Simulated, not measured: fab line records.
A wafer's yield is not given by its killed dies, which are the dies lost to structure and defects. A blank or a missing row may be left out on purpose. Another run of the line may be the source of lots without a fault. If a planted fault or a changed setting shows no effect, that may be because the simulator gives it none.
Which tool was responsible? / flow rit cmos / 14 lots, 42 wafers sampled, at 5 steps of a route of 202

WHAT THE GAUGES SHOWED, per wafer
RIT_ACTIVE_THK_MEAS_04. Usual: ACTIVE_NITRIDE_THK typically reads 150.3 nm, with standard deviation 1.4.
lot=L264; measured=day 1 13:33; on=film metro-01; ACTIVE_NITRIDE_THK (nm)=152.5 151.9 151.3; flag=
lot=L265; measured=day 1 19:25; on=film metro-04; ACTIVE_NITRIDE_THK (nm)=151.5 149.6 151.0; flag=
lot=L266; measured=day 1 23:43; on=film metro-04; ACTIVE_NITRIDE_THK (nm)=148.0 147.5 148.8; flag=
lot=L268; measured=day 2 12:49; on=film metro-04; ACTIVE_NITRIDE_THK (nm)=152.3 152.4 151.3; flag=
lot=L269; measured=day 2 14:52; on=film metro-02; ACTIVE_NITRIDE_THK (nm)=149.2 149.5 148.2; flag=
lot=L272; measured=day 3 05:32; on=film metro-01; ACTIVE_NITRIDE_THK (nm)=151.9 152.8 152.4; flag=
lot=L274; measured=day 3 15:32; on=film metro-01; ACTIVE_NITRIDE_THK (nm)=151.6 152.4 152.5; flag=
lot=L275; measured=day 3 21:35; on=film metro-02; ACTIVE_NITRIDE_THK (nm)=150.8 148.9 149.9; flag=
lot=L276; measured=day 4 02:26; on=film metro-02; ACTIVE_NITRIDE_THK (nm)=150.9 151.0 149.5; flag=
lot=L277; measured=day 4 06:32; on=film metro-01; ACTIVE_NITRIDE_THK (nm)=152.7 151.9 151.0; flag=
lot=L280; measured=day 4 21:57; on=film metro-02; ACTIVE_NITRIDE_THK (nm)=148.2 148.9 149.1; flag=
lot=L282; measured=day 5 07:59; on=film metro-01; ACTIVE_NITRIDE_THK (nm)=149.8 148.9 150.7; flag=
lot=L285; measured=day 5 23:34; on=film metro-02; ACTIVE_NITRIDE_THK (nm)=150.7 150.6 150.5; flag=
lot=L287; measured=day 6 09:24; on=film metro-02; ACTIVE_NITRIDE_THK (nm)=151.5 149.5 151.1; flag=

RIT_M1_CD_MEAS_90: the cd target is 2600 nm. Usual: 2599.1 nm for cd nm, sd 2.5.
lot=L264; measured=day 3 09:46; on=cd sem-01; cd nm (nm)=2600.5 2600.2 2599.5; flag=
lot=L265; measured=day 3 14:11; on=cd sem-01; cd nm (nm)=2601.2 2596.8 2599.9; flag=
lot=L266; measured=day 3 21:24; on=cd sem-01; cd nm (nm)=2597.6 2596.3 2597.3; flag=
lot=L268; measured=day 4 09:16; on=cd sem-01; cd nm (nm)=2600.5 2601.8 2595.2; flag=
lot=L269; measured=day 4 10:53; on=cd sem-01; cd nm (nm)=2605.6 2603.1 2604.2; flag=
lot=L272; measured=day 5 02:07; on=cd sem-01; cd nm (nm)=2596.9 2597.8 2594.4; flag=
lot=L274; measured=day 5 14:22; on=cd sem-02; cd nm (nm)=2596.2 2597.8 2597.1; flag=
lot=L275; measured=day 5 20:59; on=cd sem-01; cd nm (nm)=2599.0 2595.6 2594.6; flag=
lot=L276; measured=day 5 23:28; on=cd sem-02; cd nm (nm)=2600.7 2599.0 2597.3; flag=
lot=L277; measured=day 6 04:42; on=cd sem-02; cd nm (nm)=2598.0 2600.5 2594.3; flag=
lot=L280; measured=day 6 17:58; on=cd sem-02; cd nm (nm)=2600.3 2599.1 2598.3; flag=
lot=L282; measured=day 7 09:49; on=cd sem-01; cd nm (nm)=2609.0 2599.1 2608.8 2608.7 2599.5 2609.2; flag=
lot=L285; measured=day 7 22:14; on=cd sem-01; cd nm (nm)=2607.8 2600.2 2606.3; flag=
lot=L287; measured=day 8 12:13; on=cd sem-02; cd nm (nm)=2601.8 2600.9 2598.6; flag=

WHICH TOOL RAN EACH LOT (tool, then ch and the chambers of the sampled wafers, then the start)
lot=L264; RIT_SDANNEAL_RTA_03=rtp anneal-02 ch 0, day 3 04:04; RIT_CONTACT_STRIP_12=plasma asher-02 ch 0,1, day 3 06:45; RIT_M1_METAL_ETCH_12=rie metal-04 ch 0,1, day 3 09:16
lot=L265; RIT_SDANNEAL_RTA_03=rtp anneal-01 ch 0, day 3 08:17; RIT_CONTACT_STRIP_12=plasma asher-01 ch 0,1, day 3 11:09; RIT_M1_METAL_ETCH_12=rie metal-01 ch 0,1, day 3 13:40
lot=L266; RIT_SDANNEAL_RTA_03=rtp anneal-02 ch 0, day 3 15:36; RIT_CONTACT_STRIP_12=plasma asher-02 ch 0,1, day 3 18:22; RIT_M1_METAL_ETCH_12=rie metal-03 ch 0,1, day 3 20:53
lot=L268; RIT_SDANNEAL_RTA_03=rtp anneal-02 ch 0, day 4 03:20; RIT_CONTACT_STRIP_12=plasma asher-04 ch 0,1, day 4 06:08; RIT_M1_METAL_ETCH_12=rie metal-01 ch 0,1, day 4 08:43
lot=L269; RIT_SDANNEAL_RTA_03=rtp anneal-01 ch 0, day 4 05:20; RIT_CONTACT_STRIP_12=plasma asher-01 ch 0,1, day 4 07:58; RIT_M1_METAL_ETCH_12=rie metal-03 ch 0, day 4 10:23
lot=L272; RIT_SDANNEAL_RTA_03=rtp anneal-02 ch 0, day 4 20:32; RIT_CONTACT_STRIP_12=plasma asher-01 ch 0,1, day 4 23:10; RIT_M1_METAL_ETCH_12=rie metal-03 ch 0,1, day 5 01:34
lot=L274; RIT_SDANNEAL_RTA_03=rtp anneal-02 ch 0, day 5 08:49; RIT_CONTACT_STRIP_12=plasma asher-01 ch 0,1, day 5 11:26; RIT_M1_METAL_ETCH_12=rie metal-01 ch 0,1, day 5 13:50
lot=L275; RIT_SDANNEAL_RTA_03=rtp anneal-01 ch 0, day 5 10:49; RIT_CONTACT_STRIP_12=plasma asher-01 ch 0,1, day 5 17:56; RIT_M1_METAL_ETCH_12=rie metal-03 ch 0,1, day 5 20:29
lot=L276; RIT_SDANNEAL_RTA_03=rtp anneal-02 ch 0, day 5 17:11; RIT_CONTACT_STRIP_12=plasma asher-01 ch 1, day 5 19:58; RIT_M1_METAL_ETCH_12=rie metal-04 ch 0,1, day 5 22:57
lot=L277; RIT_SDANNEAL_RTA_03=rtp anneal-01 ch 0, day 5 22:41; RIT_CONTACT_STRIP_12=plasma asher-02 ch 0,1, day 6 01:23; RIT_M1_METAL_ETCH_12=rie metal-01 ch 0,1, day 6 04:10
lot=L280; RIT_SDANNEAL_RTA_03=rtp anneal-02 ch 0, day 6 11:59; RIT_CONTACT_STRIP_12=plasma asher-02 ch 0,1, day 6 14:44; RIT_M1_METAL_ETCH_12=rie metal-01 ch 0, day 6 17:17
lot=L282; RIT_SDANNEAL_RTA_03=rtp anneal-02 ch 0, day 7 03:50; RIT_CONTACT_STRIP_12=plasma asher-02 ch 0,1, day 7 06:47; RIT_M1_METAL_ETCH_12=rie metal-01 ch 0,1, day 7 09:19
lot=L285; RIT_SDANNEAL_RTA_03=rtp anneal-01 ch 0, day 7 16:25; RIT_CONTACT_STRIP_12=plasma asher-04 ch 0,1, day 7 19:05; RIT_M1_METAL_ETCH_12=rie metal-01 ch 0,1, day 7 21:41
lot=L287; RIT_SDANNEAL_RTA_03=rtp anneal-01 ch 0, day 8 06:23; RIT_CONTACT_STRIP_12=plasma asher-01 ch 0,1, day 8 09:12; RIT_M1_METAL_ETCH_12=rie metal-04 ch 0,1, day 8 11:41
- RIT_SDANNEAL_RTA_03: time 5 s.
- RIT_CONTACT_STRIP_12: strips in O2, time 180 s.
- RIT_M1_METAL_ETCH_12: etches Al in Cl2/BCl3, stops on SiO2, time 165 s, target depth 600 nm.

WHAT THE TOOLS THEMSELVES READ (means of the sampled wafers that have a number; where no wafer has one, the mark that the record gives instead)
RIT_SDANNEAL_RTA_03. Usual: anneal temp c max 1056.0, standard deviation 1.1; wafer_temp_C_max 1053.5, standard deviation 1.1.
lot=L264; tool=rtp anneal-02; anneal temp c max=1056.0; wafer_temp_C_max=1053.7; flag=
lot=L265; tool=rtp anneal-01; anneal temp c max=1057.4; wafer_temp_C_max=1053.4; flag=
lot=L266; tool=rtp anneal-02; anneal temp c max=1055.8; wafer_temp_C_max=1054.6; flag=
lot=L268; tool=rtp anneal-02; anneal temp c max=1054.9; wafer_temp_C_max=1053.9; flag=
lot=L269; tool=rtp anneal-01; anneal temp c max=1056.2; wafer_temp_C_max=1053.2; flag=
lot=L272; tool=rtp anneal-02; anneal temp c max=1054.5; wafer_temp_C_max=1053.0; flag=
lot=L274; tool=rtp anneal-02; anneal temp c max=1056.4; wafer_temp_C_max=1054.1; flag=
lot=L275; tool=rtp anneal-01; anneal temp c max=1056.3; wafer_temp_C_max=1054.0; flag=
lot=L276; tool=rtp anneal-02; anneal temp c max=1056.8; wafer_temp_C_max=1053.2; flag=
lot=L277; tool=rtp anneal-01; anneal temp c max=1056.4; wafer_temp_C_max=1055.3; flag=
lot=L280; tool=rtp anneal-02; anneal temp c max=1055.8; wafer_temp_C_max=1053.2; flag=
lot=L282; tool=rtp anneal-02; anneal temp c max=1055.5; wafer_temp_C_max=1053.7; flag=
lot=L285; tool=rtp anneal-01; anneal temp c max=1056.2; wafer_temp_C_max=1054.2; flag=
lot=L287; tool=rtp anneal-01; anneal temp c max=1055.8; wafer_temp_C_max=1052.9; flag=

RIT_CONTACT_STRIP_12. Usual: 5.7 A for drypump motor current A, sd 0.62.
lot=L264; tool=plasma asher-02; drypump motor current A (A)=5.6; flag=
lot=L265; tool=plasma asher-01; drypump motor current A (A)=6.2; flag=
lot=L266; tool=plasma asher-02; drypump motor current A (A)=5.2; flag=
lot=L268; tool=plasma asher-04; drypump motor current A (A)=6.0; flag=
lot=L269; tool=plasma asher-01; drypump motor current A (A)=6.2; flag=
lot=L272; tool=plasma asher-01; drypump motor current A (A)=6.2; flag=
lot=L274; tool=plasma asher-01; drypump motor current A (A)=5.9; flag=
lot=L275; tool=plasma asher-01; drypump motor current A (A)=5.8; flag=
lot=L276; tool=plasma asher-01; drypump motor current A (A)=6.5; flag=
lot=L277; tool=plasma asher-02; drypump motor current A (A)=5.2; flag=
lot=L280; tool=plasma asher-02; drypump motor current A (A)=5.2; flag=
lot=L282; tool=plasma asher-02; drypump motor current A (A)=5.2; flag=
lot=L285; tool=plasma asher-04; drypump motor current A (A)=6.0; flag=
lot=L287; tool=plasma asher-01; drypump motor current A (A)=5.9; flag=

RIT_M1_METAL_ETCH_12. Usual: drypump motor current A 5.5 A, standard deviation 0.51; oes product au 0.792 a.u., standard deviation 0.014; run length s 193.4 s, standard deviation 0.6; throttle valve pct 8.22 %, standard deviation 0.16.
lot=L264; tool=rie metal-04; drypump motor current A (A)=5.5; oes product au (a.u.)=0.775; run length s (s)=193.5; throttle valve pct (%)=8.10; flag=
lot=L265; tool=rie metal-01; drypump motor current A (A)=5.4; oes product au (a.u.)=0.795; run length s (s)=193.5; throttle valve pct (%)=8.32; flag=
lot=L266; tool=rie metal-03; drypump motor current A (A)=5.3; oes product au (a.u.)=0.811; run length s (s)=193.6; throttle valve pct (%)=8.30; flag=
lot=L268; tool=rie metal-01; drypump motor current A (A)=5.4; oes product au (a.u.)=0.784; run length s (s)=193.4; throttle valve pct (%)=8.32; flag=
lot=L269; tool=rie metal-03; drypump motor current A (A)=5.8; oes product au (a.u.)=0.815; run length s (s)=193.1; throttle valve pct (%)=8.16; flag=
lot=L272; tool=rie metal-03; drypump motor current A (A)=5.5; oes product au (a.u.)=0.810; run length s (s)=193.6; throttle valve pct (%)=8.23; flag=
lot=L274; tool=rie metal-01; drypump motor current A (A)=5.4; oes product au (a.u.)=0.786; run length s (s)=193.5; throttle valve pct (%)=8.32; flag=
lot=L275; tool=rie metal-03; drypump motor current A (A)=5.3; oes product au (a.u.)=0.811; run length s (s)=193.5; throttle valve pct (%)=8.30; flag=
lot=L276; tool=rie metal-04; drypump motor current A (A)=5.5; oes product au (a.u.)=0.786; run length s (s)=193.5; throttle valve pct (%)=8.10; flag=
lot=L277; tool=rie metal-01; drypump motor current A (A)=5.2; oes product au (a.u.)=0.791; run length s (s)=193.2; throttle valve pct (%)=8.19; flag=
lot=L280; tool=rie metal-01; drypump motor current A (A)=5.5; oes product au (a.u.)=0.789; run length s (s)=193.8; throttle valve pct (%)=8.47; flag=
lot=L282; tool=rie metal-01; drypump motor current A (A)=5.2; oes product au (a.u.)=0.933; run length s (s)=149.3; throttle valve pct (%)=8.16; flag=OFF
lot=L285; tool=rie metal-01; drypump motor current A (A)=5.2; oes product au (a.u.)=0.927; run length s (s)=149.1; throttle valve pct (%)=8.17; flag=OFF
lot=L287; tool=rie metal-04; drypump motor current A (A)=5.5; oes product au (a.u.)=0.772; run length s (s)=193.5; throttle valve pct (%)=8.09; flag=

THE ANSWER, worked out from the rows above alone
Rule: a lot counts as off when the mean over its wafers that have a number is more than 3 standard deviations away from the usual mean. Also off: a lot with no number at a reading for which 4 or more lots have one. The other lots that the step has rows for count as sound. Order of review: gauges by route order, followed by the tools' own readings, for which a lot's mean as printed above is used. The first step at which some lot is off is used, and at that step the reading that is off furthest; a lot without a number counts as furthest.
Off: L282, L285, at RIT_M1_METAL_ETCH_12 (run length s).
If a tool, at that step or one of the process steps before it, ran each lot that is off and ran no sound lot following the first of them, it fits. One fits: rie metal-01 at RIT_M1_METAL_ETCH_12. Its last sound lot is L280 (day 6 17:17), its first lot that is off L282 (day 7 09:19): a fault that began between those two fits.
The tool's own readings at RIT_M1_METAL_ETCH_12 bear it out: on the lots that are off they differ by more than 5 times the standard deviation of the sound lots' means. oes product au reads 0.930 a.u. there against 0.794 a.u. on the sound lots; run length s reads 149.2 s there against 193.5 s on the sound lots.

WHAT THE SIMULATOR HAD PUT IN
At RIT_M1_METAL_ETCH_12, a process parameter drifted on rie metal-01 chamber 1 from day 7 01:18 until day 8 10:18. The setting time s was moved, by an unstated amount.
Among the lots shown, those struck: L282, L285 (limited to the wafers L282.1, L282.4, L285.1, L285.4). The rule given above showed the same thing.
